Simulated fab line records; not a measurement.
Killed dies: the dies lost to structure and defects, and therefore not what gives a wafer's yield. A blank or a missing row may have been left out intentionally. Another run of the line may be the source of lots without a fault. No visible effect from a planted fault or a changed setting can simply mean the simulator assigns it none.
Comparing a struck lot with a sound one + flow berkeley-cmos170 + 14 steps out of a route of 331
Sound: wafers L473.1, L473.3, L473.4. Wafers L477.1, L477.2, L477.5 were the ones struck. The cause is named last.
At each step with rows: each side's tool, then ch and its chambers, then its first start. Under that, the readings that differ: sound wafers + struck wafers + difference of the means + sigmas: that difference in standard deviations of wafers without a fault.
alike: words and numbers the same on both sides, and readings whose means are apart by under 2 such deviations; not compared: readings that were withheld, readings missing a value for some wafer, numbers with overlapping values and no deviation given by the record, and bounds like >300 which may hide the same value.
A row with sigmas, a row that says differs or no value, or rows on one side alone: a step with any of these is where the two part. When numbers do not overlap yet have no deviation, they are printed without sigmas and do not part them. A reading missing from all wafers of one side parts the sides only when that side holds two or more wafers.

first, 1 step without rows for these wafers: UCB170_ZERO_DEVELOP_05 (develop time 45 s).
UCB170_ZERO_ETCH_06: etches SiO2 in CHF3/CF4/Ar, time 12 s.
  sound on rie-diel-01 ch 1,2,3, day 2 11:59; struck on rie-diel-01 ch 0,2,3, day 3 09:54
  alike: CHF3_flow_sccm, drypump-motor-current-A, oes-product-au, throttle-valve-pct
  not compared: rf-hours-counter-h
UCB170_ZERO_STRIP_07: strips in O2.
  sound on plasma-asher-04 ch 0,1, day 2 12:00; struck on plasma-asher-04 ch 0,1, day 3 09:56
  alike: drypump-motor-current-A, oes-product-au, strip-time-to-endpoint-s
  not compared: rf-hours-counter-h
then, 2 steps without rows for these wafers: UCB170_NWELL_WET_ETCH_00 (etches SiO2 in dHF, time 200 s); UCB170_NWELL_OXIDATION_01 (target thk 26.4 nm, ox time 1260 s).
UCB170_NWELL_THK_MEAS_02:
  sound on film-metro-02 at day 2 19:09; struck on film-metro-02 at day 3 14:54
  alike: NWELL_OXIDE_THK
then, 2 steps without rows for these wafers: UCB170_NWELL_ANNEAL_03 (time 900 s); UCB170_NWELL_CVD_04 (deposits Si3N4 from SiH2Cl2/NH3, target thk 224 nm, time 3360 s).
UCB170_NWELL_THK_MEAS_05:
  sound on film-metro-04 at day 3 02:31; struck on film-metro-03 at day 3 21:29
| reading                | sound             | struck            | difference | sigmas |
|------------------------|-------------------|-------------------|------------|--------|
| NWELL_NITRIDE_THK (nm) | 217.5 218.5 218.2 | 226.7 226.9 224.2 | +7.9       | +4     |
then, 3 steps without rows for these wafers: UCB170_NWELL_HMDS_06 (prime time 60 s); UCB170_NWELL_COAT_07 (resist thk 900 nm); UCB170_NWELL_SOFTBAKE_08 (time 60 s).
UCB170_NWELL_EXPOSE_09: exposes mask NWELL, target cd 3000 nm.
  sound on krf-scanner-01 ch 0, day 3 03:28; struck on krf-scanner-01, day 3 22:14
  no value came back on the struck wafers for exposure-dose-mJ-cm2, focus-offset-nm (nm), stage-vel-mm-s (mm/s); on the sound wafers exposure-dose-mJ-cm2 reads 25.004 24.980 25.006
  alike: mask
following that, these wafers have no rows for 1 step: UCB170_NWELL_PEB_10.

WHERE THEY PART
Last at UCB170_NWELL_EXPOSE_09 as far as this record goes, first at UCB170_NWELL_THK_MEAS_05.

WHY: the cause the simulator had injected
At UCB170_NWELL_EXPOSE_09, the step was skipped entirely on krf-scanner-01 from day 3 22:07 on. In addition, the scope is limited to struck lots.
